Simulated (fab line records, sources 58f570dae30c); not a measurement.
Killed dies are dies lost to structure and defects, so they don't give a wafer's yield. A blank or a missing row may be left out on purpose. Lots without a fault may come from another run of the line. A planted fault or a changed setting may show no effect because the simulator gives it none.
fab line records | flow berkeley_cmos170
record lots=6 wafers=18 last_day=12
route steps=331 shown V2@294 M3@309
lots that met no fault: from a run of the same line without faults
start_h: hours from the record's first day to the start of the lot's first wafer shown | wait_h: hours since the lot's step before | " the same as in the row above | L1.1+2: a row that stands for several wafers | - no value, or no start given | * or withheld: withheld | < > ~ a bound
route shown NAME@n: a module of which the file shows steps, and the number in the route of the first | usual: mean/standard deviation of fault-free wafers | same: alike in all rows | chamber/n: place in a boat | sites: the reading at each site | _std_site: their standard deviation | _edge_site: outer sites' mean less inner sites' | radius_mm: how far each site lies from the wafer's centre | mask NAME#n: copy n | behind: the tool/chamber that last shaped the wafer | hold: why the lot was held/for how many hours/how that ended | device: the transistor (n, p or np) that didn't switch | end of line: the same wafers' tests at the end of the route | a step without rows: its recipe alone | killed: dies lost to structure and defects at the first sort, not the wafer's yield | map: a wafer's dies, x killed, . not, _ none there
set.NAME: the setting as run; set.NAME@STEP: as run at that earlier step | model.NAME: the simulator's own value behind a step, which no gauge read
lots at some steps of the route; a table a step, a row a wafer
services: from which hour (start_h, from the record's first day; less than 0 if before it) a tool's chamber was out of use, for how many hours, and why
## steps
# step UCB170_V2_CMP_02
# recipe material=SiO2 down_force_psi=6 platen_rpm=60 pad_velocity_m_s=0.75398
# usual motor_current_A=15.6/1.8
# columns lot.wafer tool chamber start_h wait_h motor_current_A
L406.4 cmp-02 3 166.71 0.2 19.2
L406.6 " 0 " " 15.8
L406.5 " 1 " " 16.5
L408.3 cmp-01 0 178.08 0.2 17.0
L408.5 " 1 " " 14.7
L408.6 " 2 " " 15.7
L421.3 cmp-02 1 245.85 0.0 16.5
L421.1 " 0 " " 16.8
L421.6 " 2 " " 13.4
L422.2 cmp-01 3 246.46 0.0 13.0
L422.1 " 0 " " 17.3
L422.4 " 1 " " 13.7
L428.3 cmp-02 3 272.75 0.0 18.9
L428.2 " 2 " " 14.6
L428.6 " 0 " " 16.6
L425.1 cmp-01 2 273.04 0.1 15.7
L425.2 " 3 " " 13.7
L425.6 " 0 " " 16.6
# step UCB170_V2_BOW_MEAS_03
# recipe mode=bow
# usual V2_BOW=37/7.1
# columns lot.wafer tool chamber start_h wait_h V2_BOW[um]
L406.4 film_metro-03 - 166.92 0.2 23
L406.5 " - " " 33
L406.6 " - " " 35
L408.3 film_metro-02 - 178.27 0.1 44
L408.5 " - " " 25
L408.6 " - " " 25
L421.1 film_metro-04 - 246.15 0.1 41
L421.3 " - " " 50
L421.6 " - " " 41
L422.1 film_metro-02 - 246.76 0.2 40
L422.2 " - " " 38
L422.4 " - " " 34
L428.2 film_metro-04 - 273.07 0.1 38
L428.3 " - " " 40
L428.6 " - " " 42
L425.1 film_metro-03 - 273.24 0.1 45
L425.2 " - " " 42
L425.6 " - " " 47
# step UCB170_V2_THK_MEAS_04
# recipe reads=SiO2_of_V2_CVD_00
# usual V2_POLISHED_THK=999.8/1.5
# columns lot.wafer tool chamber start_h wait_h V2_POLISHED_THK[nm]
L406.4 film_metro-03 - 167.01 0.1 1004.5
L406.5 " - " " 1002.6
L406.6 " - " " 1002.5
L408.3 film_metro-02 - 178.37 0.1 998.9
L408.5 " - " " 996.9
L408.6 " - " " 999.5
L421.1 film_metro-04 - 246.27 0.1 998.9
L421.3 " - " " 1003.3
L421.6 " - " " 1001.8
L422.1 film_metro-02 - 246.88 0.1 999.8
L422.2 " - " " 999.1
L422.4 " - " " 998.5
L428.2 film_metro-04 - 273.18 0.1 1001.3
L428.3 " - " " 1001.5
L428.6 " - " " 1000.9
L425.1 film_metro-03 - 273.36 0.1 999.9
L425.2 " - " " 998.3
L425.6 " - " " 1000.1
# step UCB170_V2_CLEAN_05
# recipe chemistry=DIW
# step UCB170_V2_HMDS_06
# recipe prime_time_s=60 prime_temp_c=100
# step UCB170_V2_COAT_07
# recipe resist=KrF spin_rpm=1500 resist_thk_nm=900
# step UCB170_V2_SOFTBAKE_08
# recipe resist=KrF temp_c=130 time_s=60
# step UCB170_V2_EXPOSE_09
# recipe mask_id=VIA2 target_cd_nm=700 na=0.5 sigma_outer=0.6 source_shape=conventional dose_mj=37
# step UCB170_V2_PEB_10
# recipe peb_temp_c=130 peb_time_s=withheld resist=KrF
# step UCB170_V2_DEVELOP_11
# recipe developer=TMAH develop_time_s=45 resist=KrF dev_temp_c=21
# step UCB170_V2_CD_MEAS_12
# recipe target_cd_nm=700
# usual cd_nm=699.8/1.4
# columns lot.wafer tool chamber start_h wait_h cd_nm
L406.4 cd_sem-02 - 168.13 - 700.1
L406.5 " - " " 702.2
L406.6 " - " " 701.6
L408.3 cd_sem-02 - 180.02 - 698.2
L408.5 " - " " 698.5
L408.6 " - " " 698.8
L421.1 cd_sem-02 - 247.37 - 701.1
L421.3 " - " " 700.5
L421.6 " - " " 700.1
L422.1 cd_sem-02 - 248.54 - 700.9
L422.2 " - " " 699.2
L422.4 " - " " 700.6
L428.2 cd_sem-01 - 275.05 - 700.3
L428.3 " - " " 698.5
L428.6 " - " " 697.5
L425.1 cd_sem-02 - 275.55 - 698.9
L425.2 " - " " 698.0
L425.6 " - " " 698.2
# step UCB170_V2_OVL_MEAS_13
# usual V2_OVL=1/5.6
# columns lot.wafer tool chamber start_h wait_h V2_OVL[nm]
L406.4 overlay-02 - 168.21 0.1 0
L406.5 " - " " 6
L406.6 " - " " 5
L408.3 overlay-01 - 180.11 0.1 3
L408.5 " - " " -1
L408.6 " - " " -8
L421.1 overlay-02 - 247.49 0.1 3
L421.3 " - " " -6
L421.6 " - " " -6
L422.1 overlay-02 - 248.66 0.1 0
L422.2 " - " " 1
L422.4 " - " " -2
L428.2 overlay-02 - 275.15 0.1 -3
L428.3 " - " " -5
L428.6 " - " " -5
L425.1 overlay-02 - 275.67 0.1 3
L425.2 " - " " 8
L425.6 " - " " 12
# step UCB170_V2_ETCH_14
# recipe chemistry=CHF3/CF4/Ar target=SiO2 stop_on=Al CHF3_flow_sccm=45 cf4_flow_sccm=15 Ar_flow_sccm=150 pressure_mtorr=200 rf_w=679.8 target_depth_a=12500 over_etch_frac=0.25 time_s=291
# usual drypump_motor_current_A=6.0/0.46 oes_product_au=0.875/0.012 run_length_s=319.2/0.37 throttle_valve_pct=6.91/0.15
# columns lot.wafer tool chamber start_h wait_h drypump_motor_current_A oes_product_au rf_hours_counter_h run_length_s throttle_valve_pct model.V2.feature_depth_nm model.etch.depth_nm model.KrF_of_V2_COAT_07.thk_nm
L406.4 rie_diel-03 2 168.31 0.1 6.3 0.894 - 319.5 6.82 1004 1004 614.7
L406.5 " 0 " " 5.8 0.875 - 319.1 7.15 1003 1003 614.1
L406.6 " 2 " " 6.3 0.892 - 319.2 6.82 1002 1002 614.7
L408.3 rie_diel-04 1 180.13 0.0 6.5 0.865 37 319.1 6.89 998.7 998.7 617.8
L408.5 " 3 " " 6.7 0.882 - 319.2 6.83 996.7 996.7 617.2
L408.6 " 0 " " 6.4 0.896 - 319.3 6.79 998.9 998.7 606.1
L421.1 rie_diel-04 0 247.52 0.0 6.5 1.034 38 175.1 6.79 642.6 642.6 744
L421.3 " 1 " " 6.5 0.867 40 319.5 6.90 1002 1002 614.5
L421.6 " 3 " " 6.7 0.891 - 319.1 6.84 1002 1002 616.5
L422.1 rie_diel-02 1 248.70 0.0 5.7 0.873 10 319.1 6.80 999.4 999.2 612.4
L422.2 " 2 " " 5.5 0.859 22 318.9 7.19 997.7 997.7 614.6
L422.4 " 3 " " 6.4 0.853 5 319.2 6.77 999.3 999.3 621.5
L428.2 rie_diel-02 1 275.18 0.0 5.6 0.866 11 318.6 6.80 1001 1001 607.1
L428.3 " 2 " " 5.5 0.863 23 319.3 7.20 1001 1001 614.7
L428.6 " 1 " " 5.6 0.881 - 318.8 6.79 1001 1001 610
L425.1 rie_diel-04 2 275.71 0.0 5.3 0.885 26 319.6 6.98 999.9 999.6 605.6
L425.2 " 0 " " 6.5 1.025 39 175.0 6.78 641.7 641.7 739.3
L425.6 " 0 " " 6.5 1.032 - 175.1 6.77 638.9 638.9 742.6
# step UCB170_V2_STRIP_15
# recipe chemistry=O2 power_w=400 pressure_mtorr=3500 platen_temp_c=withheld o2_flow_sccm=400 overash_fraction=0.5
# usual drypump_motor_current_A=5.80/0.13 oes_product_au=0.722/0.005 strip_time_to_endpoint_s=15.40/0.11
# columns lot.wafer tool chamber start_h wait_h drypump_motor_current_A oes_product_au rf_hours_counter_h strip_time_to_endpoint_s
L406.4 plasma_asher-04 1 168.53 0.1 5.79 0.723 - 15.42
L406.5 " 0 " " 5.64 0.724 - 15.39
L406.6 " 1 " " 5.76 0.720 - 15.42
L408.3 plasma_asher-04 0 180.34 0.1 5.63 0.723 - 15.48
L408.5 " 0 " " 5.62 0.722 - 15.47
L408.6 " 1 " " 5.73 0.717 - 15.20
L421.1 plasma_asher-01 0 247.70 0.1 5.87 0.722 16 18.43
L421.3 " 0 " " 5.87 0.713 - 15.43
L421.6 " 0 " " 5.92 0.720 - 15.45
L422.1 plasma_asher-04 1 248.88 0.1 5.76 0.725 46 15.36
L422.2 " 0 " " 5.62 0.722 46 15.41
L422.4 " 1 " " 5.73 0.719 - 15.59
L428.2 plasma_asher-04 1 275.36 0.1 5.79 0.726 50 15.23
L428.3 " 0 " " 5.63 0.725 - 15.41
L428.6 " 1 " " 5.78 0.721 - 15.31
L425.1 plasma_asher-02 0 275.88 0.1 5.68 0.721 54 15.20
L425.2 " 1 " " 5.99 0.715 54 18.34
L425.6 " 1 " " 5.98 0.726 - 18.39
# step UCB170_V2_CD_MEAS_90
# recipe target_cd_nm=700
# usual cd_nm=699.6/1.4
# columns lot.wafer tool chamber start_h wait_h cd_nm
L406.4 cd_sem-01 - 168.65 0.1 698.9
L406.5 " - " " 701.2
L406.6 " - " " 700.2
L408.3 cd_sem-02 - 180.45 0.1 698.0
L408.5 " - " " 698.0
L408.6 " - " " 700.0
L421.1 cd_sem-02 - 247.80 0.1 696.6
L421.3 " - " " 701.1
L421.6 " - " " 700.0
L422.1 cd_sem-01 - 248.98 0.1 701.1
L422.2 " - " " 699.2
L422.4 " - " " 699.8
L428.2 cd_sem-01 - 275.48 0.1 701.3
L428.3 " - " " 697.2
L428.6 " - " " 698.7
L425.1 cd_sem-01 - 275.98 0.1 699.8
L425.2 " - " " 692.8
L425.6 " - " " 693.0
# step UCB170_M3_PRE_CLEAN_00
# recipe gas=Ar preclean_etch_time_s=60
## services
# columns tool chamber start_h hours kind
rie_diel-04 2 147.84 1.6 repair
rie_diel-03 1 151.84 20.0 repair
rie_diel-04 2 157.10 15.3 repair
cmp-01 - 157.78 5.8 pm
rie_diel-02 2 169.75 3.6 repair
rie_diel-02 3 177.17 8.4 repair
plasma_asher-02 - 177.31 14.6 pm
rie_diel-03 - 179.98 0.2 repair
plasma_asher-01 - 181.24 4.2 repair
cmp-02 - 182.53 2.5 repair
rie_diel-03 - 184.42 0.3 repair
rie_diel-02 0 189.04 50.2 repair
cmp-01 - 190.46 4.5 pm
cmp-02 - 205.55 11.4 pm
cmp-01 - 214.03 4.4 repair
plasma_asher-01 - 214.13 1.8 repair
cmp-01 - 219.90 1.0 repair
plasma_asher-02 - 228.35 25.9 pm
cmp-02 - 232.00 4.0 pm
cmp-02 - 235.66 0.9 repair
cmp-02 - 236.00 - consumable_replace:conditioner
cmp-02 - 247.48 4.3 repair
rie_diel-04 2 265.94 4.8 repair
rie_diel-04 3 270.18 8.4 repair
## key
first_sign step=UCB170_V2_ETCH_14 reading=run_length_s direction=down sigmas=99+ usual=* struck=*
effect step=UCB170_V2_ETCH_14 reading=oes_product_au direction=up sigmas=13 usual=0.875 struck=1.030
effect step=UCB170_V2_STRIP_15 reading=strip_time_to_endpoint_s direction=up sigmas=28 usual=* struck=*
effect step=UCB170_V2_CD_MEAS_90 reading=cd_nm direction=down sigmas=3.7 usual=699.6 struck=694.1
model_effect step=UCB170_V2_ETCH_14 value=V2.feature_depth_nm without=999.5 struck=641.1
met_at UCB170_V2_ETCH_14
struck_wafers L421.1,L425.2,L425.6
later_rows_left_out L421.1,L425.2,L425.6
sort_left_out L421.1,L425.2,L425.6
onset_between 180.13 247.52
fault kind=process_parameter_drift tool=rie_diel-04 chamber=0 onset_h=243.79 steps=UCB170_V2_ETCH_14 channel=time_s offset=* shape=step end_h=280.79 acts_in=* stated=*
# sort_left_out: the simulated sort isn't trusted on such a fault, so these wafers' sort isn't shown, and their yield isn't known
# later_rows_left_out: the simulator's readings of these wafers behind a module that went badly wrong aren't trusted and aren't shown, but for the sort
